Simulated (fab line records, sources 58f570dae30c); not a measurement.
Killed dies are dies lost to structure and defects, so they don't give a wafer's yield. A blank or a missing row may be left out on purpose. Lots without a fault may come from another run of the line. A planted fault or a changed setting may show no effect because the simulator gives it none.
Which tool did it? | flow berkeley_cmos170 | 7 lots, 21 wafers sampled, at 3 steps of a route of 331

WHAT THE GAUGES READ, wafer by wafer
UCB170_PVT_TW_MEAS_09.
lot  | measured     | on            | PVT_TW
L613 | day 6 22:11  | film_metro-03 | 507 505 503
L615 | day 6 22:06  | film_metro-04 | 506 510 508
L618 | day 7 13:46  | film_metro-01 | 501 505 501
L620 | day 8 07:35  | film_metro-03 | 506 505 504
L623 | day 9 05:04  | film_metro-03 | 504 506 504
L628 | day 9 18:40  | film_metro-03 | 468 469 468
L635 | day 11 08:25 | film_metro-03 | 506 507 506

WHICH TOOL RAN EACH LOT (tool, then ch and the chambers of the sampled wafers, then the start)
lot  | UCB170_NWELL_STRIP_15               | UCB170_PVT_IMPLANT_07
L613 | plasma_asher-01 ch 0,1, day 2 18:45 | implanter-02 ch 0, day 6 21:56
L615 | plasma_asher-04 ch 0,1, day 3 01:57 | implanter-04 ch 0, day 6 21:53
L618 | plasma_asher-04 ch 0,1, day 3 19:55 | implanter-04 ch 0, day 7 13:31
L620 | plasma_asher-02 ch 0,1, day 4 07:02 | implanter-03 ch 0, day 8 07:20
L623 | plasma_asher-04 ch 0,1, day 5 01:05 | implanter-02 ch 0, day 9 04:50
L628 | plasma_asher-04 ch 0,1, day 5 17:14 | implanter-04 ch 0, day 9 18:26
L635 | plasma_asher-04 ch 0,1, day 7 06:39 | implanter-02 ch 0, day 11 08:05
- UCB170_NWELL_STRIP_15: strips in O2.
- UCB170_PVT_IMPLANT_07

THE ANSWER, worked out from the rows above alone
Rule: what is usual is taken from the lots themselves. Put in order of their means at a reading, lots are off if they are a third of the lots or fewer, leave a main group of 4 or more, and stand apart from it by a gap of 3 or more times the standard deviation of the main group's means; of several such gaps the widest counts. A main group whose means are all the same, to the digits that the tables above print for the reading, isn't used. A lot without any number at a reading at which 4 lots or more have one is off too. The other lots that the step has rows for count as sound.
Off: L628, at UCB170_PVT_TW_MEAS_09 (PVT_TW). The main group: mean 505, standard deviation 1.7.
A tool fits if, at a process step before that reading, it ran every lot that is off, and no sound lot after the first of them. The gauges at UCB170_PVT_TW_MEAS_09 are tried like those tools. One fits: implanter-04 at UCB170_PVT_IMPLANT_07. Its last sound lot is L618 (day 7 13:31), its first lot that is off L628 (day 9 18:26): a fault that began between those two fits.

WHAT THE SIMULATOR HAD PUT IN
Process parameter drift: implanter-04, from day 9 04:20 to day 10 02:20, at UCB170_PVT_IMPLANT_07. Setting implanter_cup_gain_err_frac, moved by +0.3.
Lots struck among those shown: L628. The rule above found the same.
